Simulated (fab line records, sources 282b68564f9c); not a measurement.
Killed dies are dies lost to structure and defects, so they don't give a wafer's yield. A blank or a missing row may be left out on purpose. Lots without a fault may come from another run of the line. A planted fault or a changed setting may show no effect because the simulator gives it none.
Tool commonality check | flow rit_cmos | 14 lots, 42 wafers sampled

WHY IT WAS OPENED
At RIT_M1_CD_MEAS_09 the reading cd_nm is flagged on 2 of 14 lots. Wafers without a fault read 2600.0 nm, standard deviation 2.5.
Rule: a lot is flagged when every wafer of it that has a number lies more than 4 standard deviations from that mean, or none has a number. The other lots count as sound.

lot  | measured    | on        | cd_nm (nm), wafer by wafer | flag
L316 | day 3 17:44 | cd_sem-02 | 2594.7 2596.7 2598.2       |
L317 | day 3 23:08 | cd_sem-02 | 2600.5 2602.1 2601.0       |
L318 | day 4 02:51 | cd_sem-02 | 2597.3 2596.7 2597.3       |
L319 | day 4 05:37 | cd_sem-02 | 2598.4 2600.1 2598.1       |
L321 | day 4 22:57 | cd_sem-02 | 2604.1 2603.0 2604.1       |
L322 | day 5 07:01 | cd_sem-02 | 2597.6 2597.9 2598.9       |
L323 | day 5 07:15 | cd_sem-02 | 2599.5 2599.9 2599.8       |
L324 | day 5 11:52 | cd_sem-02 | 2598.8 2597.1 2596.9       |
L325 | day 5 19:03 | cd_sem-02 | 2601.8 2601.2 2601.4       |
L331 | day 7 09:50 | cd_sem-02 | 2598.8 2598.0 2597.4       |
L332 | day 7 19:46 | cd_sem-01 | 2579.4 2581.0 2579.5       | FLAGGED
L334 | day 7 20:05 | cd_sem-02 | 2576.4 2577.7 2577.3       | FLAGGED
L333 | day 7 20:08 | cd_sem-01 | 2599.1 2599.6 2601.1       |
L337 | day 8 07:04 | cd_sem-02 | 2603.1 2604.7 2603.1       |
The numbers of the flagged lots are 2578.6 nm on average: -21.4 nm against the usual, or -9 standard deviations.

WHICH TOOL RAN EACH LOT
The record holds 1 process step before the reading, out of a route of 202 steps. In each cell: the tool, then ch and the chambers that the sampled wafers went through, then the start.
lot  | flag    | RIT_M1_DEVELOP_08
L316 |         | litho_track-02 ch 0, day 3 17:00
L317 |         | litho_track-03 ch 0, day 3 22:00
L318 |         | litho_track-03 ch 0, day 4 02:00
L319 |         | litho_track-04 ch 0, day 4 05:00
L321 |         | litho_track-02 ch 0, day 4 22:00
L322 |         | litho_track-03 ch 0, day 5 06:00
L323 |         | litho_track-04 ch 0, day 5 07:00
L324 |         | litho_track-02 ch 0, day 5 11:00
L325 |         | litho_track-02 ch 0, day 5 18:00
L331 |         | litho_track-04 ch 0, day 7 09:00
L332 | FLAGGED | litho_track-03 ch 0, day 7 19:00
L334 | FLAGGED | litho_track-03 ch 0, day 7 19:00
L333 |         | litho_track-04 ch 0, day 7 19:00
L337 |         | litho_track-02 ch 0, day 8 06:00
What these steps do:
- RIT_M1_DEVELOP_08: develop time 68 s.
- RIT_M1_CD_MEAS_09: target cd 2600 nm.

FLAGGED OVER TOTAL, TOOL BY TOOL (the gauges that took the reading come last)
step              | tool           | lots run | flagged | share of the flagged lots | sound lots run after its first flagged lot
RIT_M1_DEVELOP_08 | litho_track-02 | 5        | 0       | none                      | -
RIT_M1_DEVELOP_08 | litho_track-03 | 5        | 2       | all                       | 0
RIT_M1_DEVELOP_08 | litho_track-04 | 4        | 0       | none                      | -
RIT_M1_CD_MEAS_09 | cd_sem-01      | 2        | 1       | some                      | 1 (L333)
RIT_M1_CD_MEAS_09 | cd_sem-02      | 12       | 1       | some                      | 1 (L337)

WHAT THE TABLE ALLOWS
1 row of the table ran every flagged lot: litho_track-03 at RIT_M1_DEVELOP_08.
- litho_track-03 at RIT_M1_DEVELOP_08: 2 of its 5 lots flagged. Its last sound lot is L322 (day 5 06:00), its first flagged lot L332 (day 7 19:00): a fault that began between those two fits.
One tool is left: litho_track-03 at RIT_M1_DEVELOP_08.

WHAT THE SIMULATOR HAD PUT IN
Process parameter drift: litho_track-03, from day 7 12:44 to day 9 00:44, at RIT_M1_DEVELOP_08. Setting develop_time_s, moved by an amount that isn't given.
Lots struck among those shown: L332, L334. The rule above found the same.
